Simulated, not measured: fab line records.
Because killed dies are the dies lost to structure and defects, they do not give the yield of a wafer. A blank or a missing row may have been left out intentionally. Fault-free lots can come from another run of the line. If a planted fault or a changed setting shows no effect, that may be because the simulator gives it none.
Split-lot study	flow berkeley_cmos170	route with 331 steps; 5 lots, 23 wafers read

THE SPLIT ITSELF
At UCB170_NWELL_IMPLANT_14, the setting energy_kev was moved away from the recipe's 150 on 5 of the 23 wafers read, by -1.8% to +2.5%. For the rest of the wafers, this setting stayed at what the recipe calls for.

The reading comes from the split's own step.

THE READING
implant.drp_nm (the simulator's own value, which no gauge read), in nm, at UCB170_NWELL_IMPLANT_14. The file does not state a usual value for it.

wafer	tool, chamber at the split	energy_kev as run	against the recipe	implant.drp_nm, nm	against lot-mates on the recipe
L074.1	implanter-01, 0	150	recipe	62.72	-
L074.2	implanter-01, 0	150	recipe	62.72	-
L074.3	implanter-01, 0	150	recipe	62.72	-
L074.4	implanter-01, 0	150	recipe	62.72	-
L074.5	implanter-01, 0	150	recipe	62.72	-
L076.1	implanter-01, 0	150	recipe	62.72	-
L076.5	implanter-01, 0	150	recipe	62.72	-
L076.6	implanter-01, 0	150	recipe	62.72	-
L076.2	implanter-01, 0	147.3	-1.8%	61.85	-0.87
L076.3	implanter-01, 0	147.3	-1.8%	61.85	-0.87
L079.1	implanter-01, 0	150	recipe	62.72	-
L079.2	implanter-01, 0	150	recipe	62.72	-
L079.3	implanter-01, 0	150	recipe	62.72	-
L079.5	implanter-01, 0	150	recipe	62.72	-
L079.6	implanter-01, 0	150	recipe	62.72	-
L082.2	implanter-01, 0	153.8	+2.5%	63.92	+1.20
L082.4	implanter-01, 0	153.8	+2.5%	63.92	+1.20
L082.6	implanter-01, 0	153.8	+2.5%	63.92	+1.20
L082.3	implanter-01, 0	150	recipe	62.72	-
L082.5	implanter-01, 0	150	recipe	62.72	-
L083.3	implanter-04, 0	150	recipe	62.72	-
L083.5	implanter-04, 0	150	recipe	62.72	-
L083.6	implanter-04, 0	150	recipe	62.72	-

THE FIT
A straight line over all 23 wafers: implant.drp_nm changes by +0.476 nm for each +1% of energy_kev; r = +1.00; the points scatter about the line by 0.0042 nm.
The same after taking each lot's own level away (the mean of its wafers on the recipe; 23 wafers): +0.476 nm for each +1%; r = +1.00; scatter 0.0042 nm.
The reading moves by 1.2 nm for the largest change in energy_kev, on that fit.
The lots' own levels span 62.720 to 62.720 nm.
Consequently the slope shifts little with the lot-to-lot level, the two slopes agreeing.
Check: for one of the wafers moved furthest among these (+2.5%), held out of the fit, the line's prediction against its lot-mates is +1.21 nm. It came out at +1.2 nm against them.

THE WHOLE CHAIN: every reading that the file lists as answering this split, in the file's order
step	what it does	reading	change (the file's fit)	r (the file's)
UCB170_NWELL_IMPLANT_14		implant.rp_nm (the simulator's own value, which no gauge read)	+1.93 nm for each +1% of the setting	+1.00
UCB170_NWELL_IMPLANT_14		implant.drp_nm (the simulator's own value, which no gauge read)	+0.477 nm for each +1% of the setting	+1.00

FILE'S OWN FIT
implant.drp_nm changes by +0.477 nm for each +1% of energy_kev, r = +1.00.
